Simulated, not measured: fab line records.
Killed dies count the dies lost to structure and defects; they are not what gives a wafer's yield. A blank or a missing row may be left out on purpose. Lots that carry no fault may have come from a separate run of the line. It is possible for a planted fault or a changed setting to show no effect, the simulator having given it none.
Problem report in the 8D (eight disciplines) form, filled by code    flow berkeleyCmos170    the parts of the form that need people (team, actions taken, sign-off) are left out

== 1. WHAT WENT WRONG ==
Mean of exposureDoseMJCm2 at UCB170_CONTACT_EXPOSE_12: 34.68 over 3 wafers from 1 lot, against 34.99 (standard deviation 0.039) on wafers with no fault. Relative to the usual mean, that is a shift of -8.0 standard deviations.
The step: exposes mask CONT, target cd 700 nm.
Seen first at day 10 04:31 on krfScanner-02, wafer L281.2. Wafers with a number at this step in the record: 36, from 12 lots. By rule, "out" or "out of limits" means more than 4 standard deviations away from the usual mean. All remaining wafers that have a number are taken as sound.

== 2. WHAT IT IS; WHAT IT IS NOT ==
question                     is                      is not
which readings at this step  exposureDoseMJCm2       -
which lots                   L281                    L269, L270, L272, L273, L282, L284, L285, L287, L289, L290, L291
which wafers of those lots   all that have a number  -
read on which tools          krfScanner-02           krfScanner-01
when                         from day 10 04:31       up to then (15 sound wafers); but 18 sound wafers of L282, L285, L287, L289, L290, L291 came after

== 3. WHAT RULES OUT EACH SUSPECT ==
Counting: a tool stays on the suspect list if, at a process step up to the reading, it processed all lots that are out and no sound lot following the first of them.
- krfScanner-02 at UCB170_CONTACT_EXPOSE_12 (exposes mask CONT, target cd 700 nm): kept. It ran the lot that is out, L281 (day 10 04:31), and no sound lot after that; its last sound lot up to then is L273 (day 7 20:36). Its own readings are out on those wafers: exposureDoseMJCm2.
Left after counting: krfScanner-02 at UCB170_CONTACT_EXPOSE_12.

== 4. THE CAUSE (what the simulator had put in) ==
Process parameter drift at UCB170_CONTACT_EXPOSE_12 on krfScanner-02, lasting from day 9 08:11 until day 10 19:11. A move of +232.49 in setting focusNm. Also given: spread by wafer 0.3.
The count eliminated every tool but this one.

== 5. THE CHAIN OF EFFECTS, in route order ==
Each row: a reading whose mean over the struck wafers that have a number lies more than 3 standard deviations from the usual. Only readings whose record carries a usual standard deviation are examined. hours: median over the lots of the time between each lot's start at the first step of this table that gives one and its start at this step. sigmas: the change, counted in usual standard deviations.
hours  step                      reading            usual  on struck wafers  change  sigmas
0      UCB170_CONTACT_EXPOSE_12  exposureDoseMJCm2  34.99  34.68             -0.31   -8.0
The process steps in it:
- UCB170_CONTACT_EXPOSE_12: exposes mask CONT, target cd 700 nm.
Later steps that measure or inspect, where all struck wafers having a row at the step show a number for every such reading and not one has moved that far: UCB170_M3_CD_MEAS_15.

== 6. HOW IT WOULD HAVE BEEN CAUGHT EARLIER ==
20 hours passed between the start of the fault at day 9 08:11 and the first reading out of limits in this record, taken at day 10 04:31.
